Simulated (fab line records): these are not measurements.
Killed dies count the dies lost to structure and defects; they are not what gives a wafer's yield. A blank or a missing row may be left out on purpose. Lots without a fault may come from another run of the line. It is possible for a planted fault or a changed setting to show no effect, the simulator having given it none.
Which tool did it? + flow berkeleyCmos170 + Sampling: 7 lots, 21 wafers, 3 of 331 route steps

## WHAT THE GAUGES SHOWED, per wafer
UCB170_ACTIVE_CD_MEAS_90: the cd target is 1200 nm.
| lot  | measured    | on       | cdNm (nm)            |
|------|-------------|----------|----------------------|
| L878 | day 4 23:53 | cdSem-01 | 1200.6 1201.8 1200.6 |
| L880 | day 5 00:12 | cdSem-01 | 1198.7 1200.2 1200.0 |
| L883 | day 5 20:03 | cdSem-01 | 1200.8 1201.2 1202.0 |
| L885 | day 6 13:56 | cdSem-02 | 1200.8 1199.9 1200.1 |
| L892 | day 7 23:16 | cdSem-01 | 1201.9 1199.9 1201.8 |
| L895 | day 8 12:29 | cdSem-01 | 1200.1 1201.2 1200.7 |
| L899 | day 9 06:26 | cdSem-02 | 1201.3 1201.3 1200.7 |

## TOOL THAT RAN EACH LOT (tool first, then ch and the chambers of the sampled wafers, then the start)
| lot  | UCB170_NWELL_ETCH_13             | UCB170_NWELL_STRIP_15              |
|------|----------------------------------|------------------------------------|
| L878 | rieDiel-03 ch 0,1,3, day 2 13:00 | plasmaAsher-04 ch 0,1, day 2 13:15 |
| L880 | rieDiel-02 ch 0,1,3, day 3 00:47 | plasmaAsher-03 ch 0,1, day 3 01:02 |
| L883 | rieDiel-04 ch 1,2,3, day 3 18:43 | plasmaAsher-01 ch 0,1, day 3 18:59 |
| L885 | rieDiel-04 ch 0,1,2, day 4 06:13 | plasmaAsher-01 ch 0,1, day 4 06:29 |
| L892 | rieDiel-03 ch 0,2,3, day 5 20:58 | plasmaAsher-03 ch 0,1, day 5 21:15 |
| L895 | rieDiel-03 ch 0,3, day 6 17:25   | plasmaAsher-01 ch 0,1, day 6 17:40 |
| L899 | rieDiel-02 ch 0,1, day 7 03:44   | plasmaAsher-01 ch 1, day 7 03:59   |
- UCB170_NWELL_ETCH_13: etches Si3N4 in CH3F/Ar/O2, stops on SiO2, target depth 246.4 nm, time 154 s.
- UCB170_NWELL_STRIP_15: strips in O2.

## THE ANSWER, worked out from the rows above alone
Rule: the usual values come from the lots themselves. The widest of any qualifying gaps counts: lots, ordered by their means at a reading, are off when they make up no more than a third of the lots, leave a main group of 4 or more, and stand apart from it by 3 or more times the standard deviation of that group's means. If all means in a main group match to the digits the tables above print for the reading, that group is not used. A lot without any number at a reading at which 4 lots or more have one is off too. All remaining lots with rows at the step are treated as sound.
No lot is off at any reading shown: from this, nothing can be told.

## WHAT WAS PUT IN BY THE SIMULATOR
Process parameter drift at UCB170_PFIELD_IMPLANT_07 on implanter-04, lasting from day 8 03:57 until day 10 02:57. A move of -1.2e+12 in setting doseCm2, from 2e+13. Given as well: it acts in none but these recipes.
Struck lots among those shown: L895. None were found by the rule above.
